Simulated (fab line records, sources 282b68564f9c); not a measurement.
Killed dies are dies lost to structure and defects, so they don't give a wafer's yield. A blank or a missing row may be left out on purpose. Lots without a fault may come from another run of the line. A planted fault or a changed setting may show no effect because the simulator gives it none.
fab line records | flow rit_cmos
record lots=7 wafers=21 last_day=7
route steps=202 shown SPACER@128 NSD@131 PSD@142 SDANNEAL@153 PLDD@159 NLDD@160 SILICIDE@161 CONTACT@168 M1@202
lots that met no fault: from a run of the same line without faults
start_h: hours from the record's first day to the start of the lot's first wafer shown | wait_h: hours since the lot's step before | " the same as in the row above | L1.1+2: a row that stands for several wafers | - no value, or no start given | * or withheld: withheld | < > ~ a bound
route shown NAME@n: a module of which the file shows steps, and the number in the route of the first | usual: mean/standard deviation of fault-free wafers | same: alike in all rows | chamber/n: place in a boat | sites: the reading at each site | _std_site: their standard deviation | _edge_site: outer sites' mean less inner sites' | radius_mm: how far each site lies from the wafer's centre | mask NAME#n: copy n | behind: the tool/chamber that last shaped the wafer | hold: why the lot was held/for how many hours/how that ended | device: the transistor (n, p or np) that didn't switch | end of line: the same wafers' tests at the end of the route | a step without rows: its recipe alone | killed: dies lost to structure and defects at the first sort, not the wafer's yield | map: a wafer's dies, x killed, . not, _ none there
set.NAME: the setting as run; set.NAME@STEP: as run at that earlier step | model.NAME: the simulator's own value behind a step, which no gauge read
lots at some steps of the route; a table a step, a row a wafer
services: from which hour (start_h, from the record's first day; less than 0 if before it) a tool's chamber was out of use, for how many hours, and why
## steps
# step RIT_SPACER_CVD_03
# recipe material=Si3N4 target_thk_nm=250 temp_c=810 precursor=SiH2Cl2/NH3 time_s=3300 pressure_mtorr=300 sih2cl2_flow_sccm=60 nh3_flow_sccm=150
# step RIT_SPACER_THK_MEAS_04
# recipe reads=Si3N4_of_SPACER_CVD_03
# usual SPACER_NITRIDE_THK=250.4/2.4
# columns lot.wafer tool chamber start_h wait_h SPACER_NITRIDE_THK[nm]
L303.2 film_metro-01 - 52.36 0.0 251.8
L303.3 " - " " 253.2
L303.6 " - " " 252.9
L306.2 film_metro-01 - 66.29 0.0 252.6
L306.3 " - " " 249.7
L306.4 " - " " 249.8
L310.1 film_metro-01 - 83.54 0.0 250.4
L310.2 " - " " 250.8
L310.4 " - " " 249.6
L311.4 film_metro-01 - 93.50 0.0 252.7
L311.5 " - " " 253.0
L311.6 " - " " 252.8
L313.1 film_metro-03 - 101.60 0.0 251.3
L313.2 " - " " 251.0
L313.3 " - " " 252.7
L324.2 film_metro-01 - 158.59 0.0 248.9
L324.3 " - " " 248.9
L324.6 " - " " 247.7
L325.1 film_metro-01 - 160.13 0.0 251.4
L325.2 " - " " 251.5
L325.3 " - " " 249.3
# step RIT_SPACER_ETCHBACK_05
# recipe target_depth_a=2500 SF6_flow_sccm=30 CHF3_flow_sccm=30 target=Si3N4 chemistry=SF6/CHF3 pressure_mtorr=40 rf_w=250 time_s=240 stop_on=SiO2
# usual drypump_motor_current_A=5.6/0.56 oes_product_au=0.841/0.012 throttle_valve_pct=10.27/0.16
# columns lot.wafer tool chamber start_h wait_h drypump_motor_current_A oes_product_au rf_hours_counter_h throttle_valve_pct
L303.2 rie_diel-03 3 52.41 0.0 5.8 0.839 13 10.15
L303.3 " 1 " " 6.0 0.845 122 10.02
L303.6 " 3 " " 5.8 0.842 - 10.15
L306.2 rie_diel-04 2 66.34 0.0 4.6 0.836 103 10.06
L306.3 " 0 " " 5.7 0.849 8 10.54
L306.4 " 1 " " 5.6 0.848 122 10.25
L310.1 rie_diel-04 2 83.60 0.1 4.6 0.827 103 10.06
L310.2 " 1 " " 5.6 0.841 122 10.25
L310.4 " 3 " " 6.8 0.841 141 10.31
L311.4 rie_diel-03 3 93.53 0.0 5.8 0.838 14 10.13
L311.5 " 1 " " 6.0 0.840 - 10.03
L311.6 " 0 " " 5.7 0.868 - 10.35
L313.1 rie_diel-04 0 101.66 0.1 5.6 0.844 9 10.54
L313.2 " 2 " " 4.6 0.827 103 10.06
L313.3 " 1 " " 5.6 0.844 123 10.24
L324.2 rie_diel-04 3 158.64 0.0 6.7 0.829 143 10.31
L324.3 " 0 " " 5.7 0.835 10 10.53
L324.6 " 0 " " 5.7 0.840 - 10.54
L325.1 rie_diel-02 3 160.19 0.1 5.9 0.841 28 10.46
L325.2 " 1 " " 4.7 0.870 0 10.20
L325.3 " 2 " " 5.9 0.844 65 10.41
# step RIT_NSD_HMDS_00
# recipe prime_time_s=60 prime_temp_c=140
# step RIT_NSD_COAT_01
# recipe resist=NOVOLAK spin_rpm=3250 resist_thk_nm=1000
# step RIT_NSD_SOFTBAKE_02
# recipe resist=NOVOLAK temp_c=90 time_s=60
# step RIT_NSD_EXPOSE_03
# recipe mask_id=M9 na=0.57 target_cd_nm=40700 dose_mj=250
# step RIT_NSD_PEB_04
# recipe resist=NOVOLAK temp_c=withheld time_s=withheld
# step RIT_NSD_DEVELOP_05
# recipe resist=NOVOLAK develop_time_s=50 dev_temp_c=23
# step RIT_NSD_OVL_MEAS_06
# usual NSD_OVL=-0.3/1.6
# columns lot.wafer tool chamber start_h wait_h NSD_OVL[nm]
L303.2 overlay-01 - 53.62 - -1.0
L303.3 " - " " 0.7
L303.6 " - " " -1.1
L306.2 overlay-01 - 67.47 - -2.5
L306.3 " - " " 0.7
L306.4 " - " " -2.7
L310.1 overlay-01 - 84.73 - -1.8
L310.2 " - " " -2.1
L310.4 " - " " -1.8
L311.4 overlay-01 - 94.67 - 0.4
L311.5 " - " " -0.4
L311.6 " - " " 0.9
L313.1 overlay-01 - 102.66 - -1.9
L313.2 " - " " -2.5
L313.3 " - " " -1.6
L324.2 overlay-02 - 159.65 - 1.5
L324.3 " - " " 1.3
L324.6 " - " " 3.1
L325.1 overlay-02 - 161.19 - 1.1
L325.2 " - " " 2.5
L325.3 " - " " -0.5
# step RIT_NSD_HARDBAKE_07
# recipe resist=NOVOLAK temp_c=140 time_s=60
# step RIT_NSD_IMPLANT_08
# recipe species=P energy_kev=25 dose_cm2=1e+15 tilt_deg=7
# step RIT_NSD_STRIP_09
# recipe chemistry=O2 time_s=180 resist=NOVOLAK platen_temp_c=withheld power_w=500 pressure_mtorr=4000 o2_flow_sccm=4000
# usual drypump_motor_current_A=5.9/0.41
# columns lot.wafer tool chamber start_h wait_h drypump_motor_current_A rf_hours_counter_h
L303.2 plasma_asher-03 1 53.95 0.1 5.6 41
L303.3 " 0 " " 5.6 -
L303.6 " 0 " " 5.7 -
L306.2 plasma_asher-04 1 67.80 0.1 6.1 42
L306.3 " 1 " " 6.1 -
L306.4 " 0 " " 6.5 -
L310.1 plasma_asher-04 1 85.06 0.1 6.1 44
L310.2 " 0 " " 6.6 44
L310.4 " 1 " " 6.1 -
L311.4 plasma_asher-04 0 95.05 0.1 6.5 -
L311.5 " 0 " " 6.5 -
L311.6 " 1 " " 6.1 -
L313.1 plasma_asher-04 0 103.00 0.1 6.5 46
L313.2 " 1 " " 6.1 46
L313.3 " 0 " " 6.5 -
L324.2 plasma_asher-02 1 159.98 0.1 5.5 51
L324.3 " 1 " " 5.5 -
L324.6 " 0 " " 5.5 -
L325.1 plasma_asher-02 1 161.53 0.1 5.5 51
L325.2 " 0 " " 5.4 51
L325.3 " 1 " " 5.5 -
# step RIT_NSD_TW_MEAS_10
# usual NSD_TW=3111/16
# columns lot.wafer tool chamber start_h wait_h NSD_TW
L303.2 film_metro-04 - 54.14 0.1 3127
L303.3 " - " " 3111
L303.6 " - " " 3114
L306.2 film_metro-03 - 67.99 0.1 3094
L306.3 " - " " 3106
L306.4 " - " " 3099
L310.1 film_metro-03 - 85.24 0.1 3115
L310.2 " - " " 3123
L310.4 " - " " 3140
L311.4 film_metro-04 - 95.19 0.1 3147
L311.5 " - " " 3129
L311.6 " - " " 3132
L313.1 film_metro-04 - 103.17 0.1 3131
L313.2 " - " " 3139
L313.3 " - " " 3151
L324.2 film_metro-03 - 160.16 0.1 3109
L324.3 " - " " 3105
L324.6 " - " " 3103
L325.1 film_metro-03 - 161.70 0.1 3097
L325.2 " - " " 3085
L325.3 " - " " 3123
# step RIT_PSD_HMDS_00
# recipe prime_time_s=60 prime_temp_c=140
# step RIT_PSD_COAT_01
# recipe resist=NOVOLAK spin_rpm=3250 resist_thk_nm=1000
# step RIT_PSD_SOFTBAKE_02
# recipe resist=NOVOLAK temp_c=90 time_s=60
# step RIT_PSD_EXPOSE_03
# recipe mask_id=M10 na=0.57 target_cd_nm=40900 dose_mj=250
# step RIT_PSD_PEB_04
# recipe resist=NOVOLAK temp_c=withheld time_s=withheld
# step RIT_PSD_DEVELOP_05
# recipe resist=NOVOLAK develop_time_s=50 dev_temp_c=23
# step RIT_PSD_OVL_MEAS_06
# usual PSD_OVL=-0.4/1.2
# columns lot.wafer tool chamber start_h wait_h PSD_OVL[nm]
L303.2 overlay-02 - 55.17 - 0.3
L303.3 " - " " -0.5
L303.6 " - " " 0.3
L306.2 overlay-02 - 68.89 - 0.8
L306.3 " - " " -0.3
L306.4 " - " " 1.0
L310.1 overlay-01 - 86.27 - 1.0
L310.2 " - " " 0.7
L310.4 " - " " 1.5
L311.4 overlay-02 - 96.09 - 0.7
L311.5 " - " " -1.0
L311.6 " - " " -0.5
L313.1 overlay-02 - 104.24 - 1.0
L313.2 " - " " 0.4
L313.3 " - " " 1.9
L324.2 overlay-01 - 161.07 - 0.0
L324.3 " - " " -1.1
L324.6 " - " " -0.4
L325.1 overlay-01 - 162.61 - 0.9
L325.2 " - " " 0.1
L325.3 " - " " -0.3
# step RIT_PSD_HARDBAKE_07
# recipe resist=NOVOLAK temp_c=140 time_s=60
# step RIT_PSD_IMPLANT_08
# recipe species=BF2 energy_kev=27 dose_cm2=5e+15 tilt_deg=7
# step RIT_PSD_STRIP_09
# recipe chemistry=O2 time_s=180 resist=NOVOLAK platen_temp_c=withheld power_w=500 pressure_mtorr=4000 o2_flow_sccm=4000
# usual drypump_motor_current_A=5.7/0.43
# columns lot.wafer tool chamber start_h wait_h drypump_motor_current_A rf_hours_counter_h
L303.2 plasma_asher-04 0 55.50 0.1 6.5 41
L303.3 " 1 " " 6.1 -
L303.6 " 0 " " 6.5 -
L306.2 plasma_asher-03 1 69.22 0.1 5.6 43
L306.3 " 1 " " 5.5 -
L306.4 " 0 " " 5.6 -
L310.1 plasma_asher-03 0 86.61 0.1 5.6 45
L310.2 " 1 " " 5.6 45
L310.4 " 1 " " 5.6 -
L311.4 plasma_asher-04 0 96.47 0.1 6.5 -
L311.5 " 0 " " 6.5 -
L311.6 " 1 " " 6.1 -
L313.1 plasma_asher-01 1 104.57 0.1 5.1 31
L313.2 " 0 " " 5.6 31
L313.3 " 1 " " 5.1 -
L324.2 plasma_asher-01 1 161.40 0.1 5.1 37
L324.3 " 1 " " 5.1 -
L324.6 " 1 " " 5.2 -
L325.1 plasma_asher-04 0 162.95 0.1 6.5 52
L325.2 " 1 " " 6.1 52
L325.3 " 1 " " 6.1 -
# step RIT_PSD_TW_MEAS_10
# usual PSD_TW=3416/14
# columns lot.wafer tool chamber start_h wait_h PSD_TW
L303.2 film_metro-02 - 55.68 0.1 3402
L303.3 " - " " 3425
L303.6 " - " " 3426
L306.2 film_metro-02 - 69.41 0.1 3442
L306.3 " - " " 3439
L306.4 " - " " 3432
L310.1 film_metro-03 - 86.79 0.1 3435
L310.2 " - " " 3436
L310.4 " - " " 3435
L311.4 film_metro-03 - 96.62 0.1 3424
L311.5 " - " " 3413
L311.6 " - " " 3408
L313.1 film_metro-02 - 104.75 0.1 3419
L313.2 " - " " 3427
L313.3 " - " " 3418
L324.2 film_metro-03 - 161.58 0.1 3409
L324.3 " - " " 3395
L324.6 " - " " 3409
L325.1 film_metro-03 - 163.12 0.1 3401
L325.2 " - " " 3405
L325.3 " - " " 3396
# step RIT_SDANNEAL_CLEAN_00
# recipe chemistry=SC1 mix=3:3:50 time_s=600 temp_c=75
# step RIT_SDANNEAL_CLEAN_01
# recipe chemistry=dHF dilution=50:1 time_s=30
# step RIT_SDANNEAL_CLEAN_02
# recipe chemistry=SC2 mix=3:3:50 time_s=600 temp_c=75 dry=n2_spin
# step RIT_SDANNEAL_RTA_03
# recipe temp_c=1050 time_s=5 idle_temp_c=600 ramp_up_c_per_s=342 ramp_down_c_per_s=171 cool_to_c=600 ambient=N2
# usual wafer_temp_C_max=1053.5/1.1
# columns lot.wafer tool chamber start_h wait_h wafer_temp_C_max
L303.2 rtp_anneal-02 0 56.11 0.0 1053.4
L303.3 " 0 " " 1052.9
L303.6 " 0 " " 1053.0
L306.2 rtp_anneal-01 0 69.83 0.0 1052.6
L306.3 " 0 " " 1051.5
L306.4 " 0 " " 1054.3
L310.1 rtp_anneal-01 0 87.21 0.0 1056.1
L310.2 " 0 " " 1052.6
L310.4 " 0 " " 1053.4
L311.4 rtp_anneal-02 0 97.07 0.1 1056.7
L311.5 " 0 " " 1054.2
L311.6 " 0 " " 1052.8
L313.1 rtp_anneal-02 0 105.18 0.0 1053.0
L313.2 " 0 " " 1052.9
L313.3 " 0 " " 1053.8
L324.2 rtp_anneal-01 0 162.03 0.0 1054.6
L324.3 " 0 " " 1056.0
L324.6 " 0 " " 1054.3
L325.1 rtp_anneal-02 0 163.55 0.0 1053.2
L325.2 " 0 " " 1053.9
L325.3 " 0 " " 1055.3
# step RIT_SDANNEAL_RS_MEAS_04
# recipe thk_meas_gauge=four-point-probe
# usual PSD_RS=115.9/0.32
# columns lot.wafer tool chamber start_h wait_h PSD_RS[ohm/sq]
L303.2 film_metro-03 - 56.18 0.1 115.1
L303.3 " - " " 115.2
L303.6 " - " " 115.7
L306.2 film_metro-02 - 69.90 0.1 116.0
L306.3 " - " " 115.9
L306.4 " - " " 115.9
L310.1 film_metro-04 - 87.27 0.0 116.2
L310.2 " - " " 115.7
L310.4 " - " " 116.1
L311.4 film_metro-02 - 97.19 0.1 115.6
L311.5 " - " " 116.2
L311.6 " - " " 116.0
L313.1 film_metro-03 - 105.23 0.0 115.8
L313.2 " - " " 116.0
L313.3 " - " " 116.2
L324.2 film_metro-02 - 162.10 0.1 115.8
L324.3 " - " " 115.6
L324.6 " - " " 116.2
L325.1 film_metro-04 - 163.61 0.0 116.5
L325.2 " - " " 116.3
L325.3 " - " " 116.7
# step RIT_SDANNEAL_RS_MEAS_05
# recipe thk_meas_gauge=four-point-probe
# usual NSD_RS=84.58/0.27
# columns lot.wafer tool chamber start_h wait_h NSD_RS[ohm/sq]
L303.2 film_metro-03 - 56.30 0.1 84.19
L303.3 " - " " 84.29
L303.6 " - " " 84.53
L306.2 film_metro-02 - 70.02 0.1 84.81
L306.3 " - " " 84.64
L306.4 " - " " 84.61
L310.1 film_metro-04 - 87.39 0.1 84.45
L310.2 " - " " 84.36
L310.4 " - " " 84.11
L311.4 film_metro-02 - 97.31 0.1 84.81
L311.5 " - " " 84.78
L311.6 " - " " 84.85
L313.1 film_metro-03 - 105.35 0.1 84.43
L313.2 " - " " 84.32
L313.3 " - " " 84.58
L324.2 film_metro-02 - 162.22 0.1 84.35
L324.3 " - " " 84.38
L324.6 " - " " 84.52
L325.1 film_metro-04 - 163.73 0.1 84.53
L325.2 " - " " 84.47
L325.3 " - " " 84.31
# step RIT_SDANNEAL_RS_MEAS_06
# recipe thk_meas_gauge=four-point-probe
# usual PLDD_RS=178.7/0.56
# columns lot.wafer tool chamber start_h wait_h PLDD_RS[ohm/sq]
L303.2 film_metro-03 - 56.42 0.1 177.2
L303.3 " - " " 177.6
L303.6 " - " " 177.4
L306.2 film_metro-02 - 70.14 0.1 179.5
L306.3 " - " " 179.2
L306.4 " - " " 179.3
L310.1 film_metro-04 - 87.51 0.1 178.8
L310.2 " - " " 178.3
L310.4 " - " " 178.6
L311.4 film_metro-02 - 97.43 0.1 179.0
L311.5 " - " " 178.7
L311.6 " - " " 179.1
L313.1 film_metro-03 - 105.47 0.1 178.9
L313.2 " - " " 179.6
L313.3 " - " " 179.9
L324.2 film_metro-02 - 162.34 0.1 178.8
L324.3 " - " " 178.8
L324.6 " - " " 178.9
L325.1 film_metro-04 - 163.85 0.1 178.6
L325.2 " - " " 178.5
L325.3 " - " " 178.8
# step RIT_SDANNEAL_RS_MEAS_07
# recipe thk_meas_gauge=four-point-probe
# usual NLDD_RS=151.7/0.5
# columns lot.wafer tool chamber start_h wait_h NLDD_RS[ohm/sq]
L303.2 film_metro-03 - 56.54 0.1 151.3
L303.3 " - " " 151.1
L303.6 " - " " 151.3
L306.2 film_metro-02 - 70.26 0.1 151.4
L306.3 " - " " 151.1
L306.4 " - " " 151.6
L310.1 film_metro-04 - 87.63 0.1 152.4
L310.2 " - " " 152.5
L310.4 " - " " 152.0
L311.4 film_metro-02 - 97.55 0.1 151.6
L311.5 " - " " 151.9
L311.6 " - " " 152.0
L313.1 film_metro-03 - 105.59 0.1 151.7
L313.2 " - " " 152.1
L313.3 " - " " 151.7
L324.2 film_metro-02 - 162.46 0.1 151.8
L324.3 " - " " 151.5
L324.6 " - " " 151.5
L325.1 film_metro-04 - 163.97 0.1 152.3
L325.2 " - " " 152.5
L325.3 " - " " 151.6
# step RIT_SILICIDE_WET_ETCH_00
# recipe chemistry=BOE target=SiO2 target_depth_nm=14 time_s=15 dry=n2_spin dilution=10:1 temp_c=21.5
# step RIT_SILICIDE_SPUTTER_01
# recipe material=Ti target_thk_nm=30 power_w=350 chamber_pressure_pa=0.667 gas=Ar time_s=240 substrate_temp_c=25
# usual throttle_valve_pct=30.0/0.98
# columns lot.wafer tool chamber start_h wait_h throttle_valve_pct
L303.2 pvd_sputter-03 - 56.65 0.0 30.2
L303.3 " - " " 30.8
L303.6 " - " " 32.1
L306.2 pvd_sputter-02 - 70.37 0.0 28.8
L306.3 " - " " 29.2
L306.4 " - " " 29.9
L310.1 pvd_sputter-02 - 87.76 0.0 30.0
L310.2 " - " " 29.1
L310.4 " - " " 31.1
L311.4 pvd_sputter-01 - 97.62 0.0 30.4
L311.5 " - " " 30.8
L311.6 " - " " 30.8
L313.1 pvd_sputter-01 - 105.73 0.0 28.3
L313.2 " - " " 31.0
L313.3 " - " " 29.2
L324.2 pvd_sputter-02 - 162.57 0.0 29.4
L324.3 " - " " 29.8
L324.6 " - " " 30.7
L325.1 pvd_sputter-03 - 164.10 0.0 30.6
L325.2 " - " " 32.2
L325.3 " - " " 29.9
# step RIT_SILICIDE_RS_MEAS_02
# recipe thk_meas_gauge=four-point-probe reads=Ti_of_SILICIDE_SPUTTER_01
# usual SILICIDE_TI_RS=47.6/0.67
# columns lot.wafer tool chamber start_h wait_h SILICIDE_TI_RS[ohm/sq]
L303.2 film_metro-02 - 56.82 0.1 48.4
L303.3 " - " " 48.9
L303.6 " - " " 48.5
L306.2 film_metro-01 - 70.58 0.1 46.8
L306.3 " - " " 46.9
L306.4 " - " " 46.7
L310.1 film_metro-01 - 87.91 0.1 47.8
L310.2 " - " " 47.2
L310.4 " - " " 48.0
L311.4 film_metro-01 - 97.83 0.1 48.2
L311.5 " - " " 47.9
L311.6 " - " " 47.7
L313.1 film_metro-02 - 105.88 0.1 47.7
L313.2 " - " " 48.1
L313.3 " - " " 48.1
L324.2 film_metro-02 - 162.74 0.1 47.2
L324.3 " - " " 48.0
L324.6 " - " " 47.9
L325.1 film_metro-02 - 164.25 0.1 49.1
L325.2 " - " " 48.6
L325.3 " - " " 48.3
# step RIT_SILICIDE_THK_MEAS_03
# recipe thk_meas_gauge=xrf reads=Ti_of_SILICIDE_SPUTTER_01
# usual SILICIDE_TI_THK=30.6/0.37
# columns lot.wafer tool chamber start_h wait_h SILICIDE_TI_THK[nm]
L303.2 film_metro-02 - 56.93 0.1 30.2
L303.3 " - " " 29.9
L303.6 " - " " 30.2
L306.2 film_metro-01 - 70.69 0.1 31.3
L306.3 " - " " 31.2
L306.4 " - " " 31.2
L310.1 film_metro-01 - 88.03 0.1 30.4
L310.2 " - " " 30.7
L310.4 " - " " 30.3
L311.4 film_metro-01 - 97.92 0.1 30.2
L311.5 " - " " 30.5
L311.6 " - " " 30.4
L313.1 film_metro-02 - 106.00 0.1 30.5
L313.2 " - " " 30.4
L313.3 " - " " 30.3
L324.2 film_metro-02 - 162.85 0.1 30.8
L324.3 " - " " 30.3
L324.6 " - " " 30.4
L325.1 film_metro-02 - 164.37 0.1 29.7
L325.2 " - " " 29.9
L325.3 " - " " 30.1
# step RIT_SILICIDE_RTA_04
# recipe temp_c=650 time_s=10 idle_temp_c=25 ramp_up_s=5 ramp_down_s=5 cool_to_c=25 ambient=N2
# step RIT_SILICIDE_WET_ETCH_05
# recipe chemistry=SPM target=Ti temp_c=90 time_s=120 dry=n2_spin
# step RIT_SILICIDE_RTA_06
# recipe temp_c=750 time_s=10 idle_temp_c=25 ramp_up_s=5 ramp_down_s=10 cool_to_c=25 ambient=N2
# usual wafer_temp_C_max=752.7/0.71
# columns lot.wafer tool chamber start_h wait_h wafer_temp_C_max
L303.2 rtp_anneal-02 0 57.17 0.0 752.2
L303.3 " 0 " " 752.3
L303.6 " 0 " " 751.8
L306.2 rtp_anneal-01 0 70.86 0.0 753.7
L306.3 " 0 " " 752.2
L306.4 " 0 " " 753.4
L310.1 rtp_anneal-01 0 88.20 0.0 752.9
L310.2 " 0 " " 751.6
L310.4 " 0 " " 753.4
L311.4 rtp_anneal-02 0 98.13 0.1 752.1
L311.5 " 0 " " 751.3
L311.6 " 0 " " 752.2
L313.1 rtp_anneal-02 0 106.17 0.0 751.8
L313.2 " 0 " " 753.3
L313.3 " 0 " " 753.7
L324.2 rtp_anneal-01 0 163.02 0.0 754.1
L324.3 " 0 " " 753.4
L324.6 " 0 " " 753.7
L325.1 rtp_anneal-02 0 164.54 0.0 753.0
L325.2 " 0 " " 752.4
L325.3 " 0 " " 752.6
# step RIT_CONTACT_CVD_00
# recipe material=SiO2 target_thk_nm=400 precursor=TEOS temp_c=390 time_s=61 rf_w=400
# step RIT_CONTACT_THK_MEAS_01
# recipe reads=SiO2_of_CONTACT_CVD_00
# usual CONTACT_TEOS_THK=401/5.2
# columns lot.wafer tool chamber start_h wait_h CONTACT_TEOS_THK[nm]
L303.2 film_metro-04 - 57.28 0.0 397
L303.3 " - " " 398
L303.6 " - " " 401
L306.2 film_metro-01 - 70.98 0.0 400
L306.3 " - " " 395
L306.4 " - " " 406
L310.1 film_metro-04 - 88.32 0.0 403
L310.2 " - " " 401
L310.4 " - " " 406
L311.4 film_metro-01 - 98.27 0.0 401
L311.5 " - " " 402
L311.6 " - " " 402
L313.1 film_metro-01 - 106.28 0.0 397
L313.2 " - " " 396
L313.3 " - " " 396
L324.2 film_metro-01 - 163.14 0.0 392
L324.3 " - " " 399
L324.6 " - " " 401
L325.1 film_metro-01 - 164.66 0.0 402
L325.2 " - " " 402
L325.3 " - " " 407
# step RIT_M1_PROBE_99
# usual killed_at_contacts=0.1/0.23 killed_at_front_end=6.7/2.7 killed_dies=6.7/2.7 killed_on_rim=1.8/1.2 killed_open=3.2/1.8 killed_short=3.5/1.9
# same gross_dies=264 killed_at_M0_to_M3=0 killed_at_M4_up=0 killed_at_back_side=0 killed_at_other=0
# columns lot.wafer tool chamber start_h wait_h hold killed_at_contacts killed_at_front_end killed_dies killed_on_rim killed_open killed_short
L303.2 prober-01 - 63.95 0.1 - 0 3 3 2 1 2
L303.3 prober-01 - 64.00 0.2 - 0 6 6 1 4 2
L303.6 prober-01 - 64.15 0.2 - 0 6 6 1 3 3
L306.2 prober-02 - 77.51 0.1 - 0 7 7 2 3 4
L306.3 prober-02 - 77.56 0.2 - 0 8 8 1 2 5
L306.4 prober-02 - 77.61 0.2 - 0 6 6 2 1 5
L310.1 prober-02 - 94.63 0.1 await_dispo/3.3h/release 1 8 9 1 5 4
L310.2 prober-02 - 94.68 0.1 await_dispo/3.3h/release 0 18 18 10 3 3
L310.4 prober-02 - 94.78 0.2 await_dispo/3.3h/release 0 6 6 4 3 3
L311.4 prober-01 - 104.82 0.2 await_dispo/4.8h/release 0 17 17 9 3 2
L311.5 prober-01 - 104.87 0.2 await_dispo/4.8h/release 0 22 22 10 6 3
L311.6 prober-01 - 104.92 0.2 await_dispo/4.8h/release 0 4 4 3 2 2
L313.1 prober-02 - 112.75 0.1 await_dispo/3.9h/release 0 18 18 10 2 3
L313.2 prober-02 - 112.80 0.1 await_dispo/3.9h/release 0 7 7 2 3 4
L313.3 prober-02 - 112.85 0.2 await_dispo/3.9h/release 0 19 19 10 3 4
L324.2 prober-01 - 169.62 0.1 - 0 5 5 1 2 3
L324.3 prober-01 - 169.67 0.2 - 0 10 10 3 4 6
L324.6 prober-01 - 169.82 0.2 - 0 7 7 3 4 3
L325.1 prober-02 - 171.07 0.1 - 0 3 3 1 1 2
L325.2 prober-02 - 171.12 0.1 - 0 3 3 0 2 1
L325.3 prober-02 - 171.17 0.2 - 0 5 5 2 2 3
# killed by level:class
L303.2 GATE:geometric_particle:short=2 GATE:geometric_particle:open=1
L303.3 FOX2:geometric_particle:open=2 GATE:geometric_particle:open=1 REOX:geometric_particle:open=1 SPACER:geometric_particle:short=1 SILICIDE:geometric_particle:short=1
L303.6 GATE:geometric_particle:short=2 GATE:geometric_particle:open=1 REOX:geometric_particle:open=1 SPACER:geometric_particle:open=1 SILICIDE:geometric_particle:short=1
L306.2 GATE:geometric_particle:short=2 SPACER:geometric_particle:short=2 GATE:geometric_particle:open=1 REOX:geometric_particle:open=1 SPACER:geometric_particle:open=1
L306.3 REOX:geometric_particle:open=2 FOX1:geometric_particle:short=1 GATE:geometric_particle:short=1 REOX:geometric_particle:short=1 SPACER:geometric_particle:short=1 SILICIDE:geometric_particle:short=1 NRETRO:coat_microbubble_printed=1
L306.4 FOX2:geometric_particle:short=2 GATE:geometric_particle:short=1 SPACER:geometric_particle:short=1 SILICIDE:geometric_particle:open=1 SILICIDE:geometric_particle:short=1
L310.1 SILICIDE:geometric_particle:open=3 GATE:geometric_particle:short=1 REOX:geometric_particle:short=1 REOX:geometric_particle:open=1 SPACER:geometric_particle:short=1 SILICIDE:geometric_particle:short=1 CONTACT:geometric_particle:open=1
L310.2 NSD:unspecified=12 REOX:geometric_particle:open=2 FOX2:geometric_particle:short=1 GATE:geometric_particle:open=1 REOX:geometric_particle:short=1 SILICIDE:geometric_particle:short=1
L310.4 FOX1:geometric_particle:short=2 ACTIVE:geometric_particle:open=1 REOX:geometric_particle:open=1 SPACER:geometric_particle:short=1 SILICIDE:geometric_particle:open=1
L311.4 NSD:unspecified=12 SPACER:geometric_particle:open=2 GATE:geometric_particle:open=1 REOX:geometric_particle:short=1 SPACER:geometric_particle:short=1
L311.5 NSD:unspecified=13 ACTIVE:geometric_particle:open=1 FOX1:geometric_particle:open=1 FOX2:geometric_particle:open=1 FOX2:geometric_particle:short=1 GATE:geometric_particle:open=1 GATE:geometric_particle:short=1 REOX:geometric_particle:open=1
L311.6 FOX1:geometric_particle:short=1 GATE:geometric_particle:short=1 GATE:geometric_particle:open=1 SILICIDE:geometric_particle:open=1
L313.1 NSD:unspecified=13 GATE:geometric_particle:open=1 GATE:geometric_particle:short=1 REOX:geometric_particle:short=1 SILICIDE:geometric_particle:short=1 SILICIDE:geometric_particle:open=1
L313.2 GATE:geometric_particle:short=4 GATE:geometric_particle:open=1 SPACER:geometric_particle:open=1 SILICIDE:geometric_particle:open=1
L313.3 NSD:unspecified=12 FOX2:geometric_particle:short=2 SILICIDE:geometric_particle:short=2 FOX2:geometric_particle:open=1 GATE:geometric_particle:open=1 SILICIDE:geometric_particle:open=1
L324.2 FOX1:geometric_particle:open=2 FOX1:geometric_particle:short=1 GATE:geometric_particle:short=1 SPACER:geometric_particle:short=1
L324.3 SPACER:geometric_particle:open=3 SPACER:geometric_particle:short=3 GATE:geometric_particle:short=2 FOX1:geometric_particle:open=1 REOX:geometric_particle:short=1
L324.6 FOX1:geometric_particle:open=1 FOX2:geometric_particle:short=1 FOX2:geometric_particle:open=1 GATE:geometric_particle:open=1 GATE:geometric_particle:short=1 REOX:geometric_particle:open=1 SPACER:geometric_particle:short=1
L325.1 GATE:geometric_particle:open=1 SPACER:geometric_particle:short=1 SILICIDE:geometric_particle:short=1
L325.2 FOX2:geometric_particle:short=1 GATE:geometric_particle:open=1 SPACER:geometric_particle:open=1
L325.3 SPACER:geometric_particle:short=2 SILICIDE:geometric_particle:open=2 SILICIDE:geometric_particle:short=1
# map L310.2 (x killed, . not)
________..x.xxx_______
_____.......xxxxxx____
____...........x..x___
___.............x...__
__..................._
__.................x._
_.....................
_.....................
_.....................
_.....................
__...x..............._
__..................._
___........x........__
____...............___
_____x...x........____
________......._______
# map L311.5 (x killed, . not)
________....xxx_______
_____......xxxxxxx____
____.....x...x.x.x.___
___x.....x..........__
__..................._
__.......x..........._
_.....................
_x....................
_................x....
_.................x...
__..................._
__..........xx......._
___.................__
____...............___
_____.............____
________......._______
## services
# columns tool chamber start_h hours kind
pvd_sputter-02 - 60.53 2.7 repair
rie_diel-04 3 67.73 3.4 repair
pvd_sputter-01 - 70.48 3.5 repair
rie_diel-03 0 71.79 4.9 repair
pvd_sputter-01 - 76.33 2.2 repair
plasma_asher-03 - 108.84 9.0 pm
plasma_asher-03 0 108.84 9.0 vent_cycle
plasma_asher-03 1 108.84 9.0 vent_cycle
plasma_asher-03 0 117.84 - clean
plasma_asher-03 1 117.84 - clean
rie_diel-03 1 123.37 3.4 repair
rie_diel-02 1 133.62 - clean
rie_diel-02 1 133.62 19.7 scheduled_down
rie_diel-02 1 133.62 19.7 vent_cycle
rie_diel-03 - 155.37 14.6 pm
## key
first_sign step=RIT_M1_PROBE_99 reading=killed_at_front_end direction=up sigmas=4.5 usual=6.7 struck=18.8
effect step=RIT_M1_PROBE_99 reading=killed_dies direction=up sigmas=4.5 usual=6.7 struck=18.8
met_at RIT_NSD_STRIP_09
struck_wafers L310.2,L311.4,L311.5,L313.1,L313.3
tester_left_out L310,L311,L313
onset_between 67.80 85.06
fault kind=chamber_particle_source tool=plasma_asher-04 chamber=0 onset_h=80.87 steps=RIT_NSD_STRIP_09 rate_per_visit_cm2=0.66267 end_h=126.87
# tester_left_out: of these lots the tester's yield and bins aren't shown, on N5 and GAA mostly nor the transistor test; their killed dies are dies lost to structure and defects alone, not to doping, threshold or leakage, so they don't give the yield
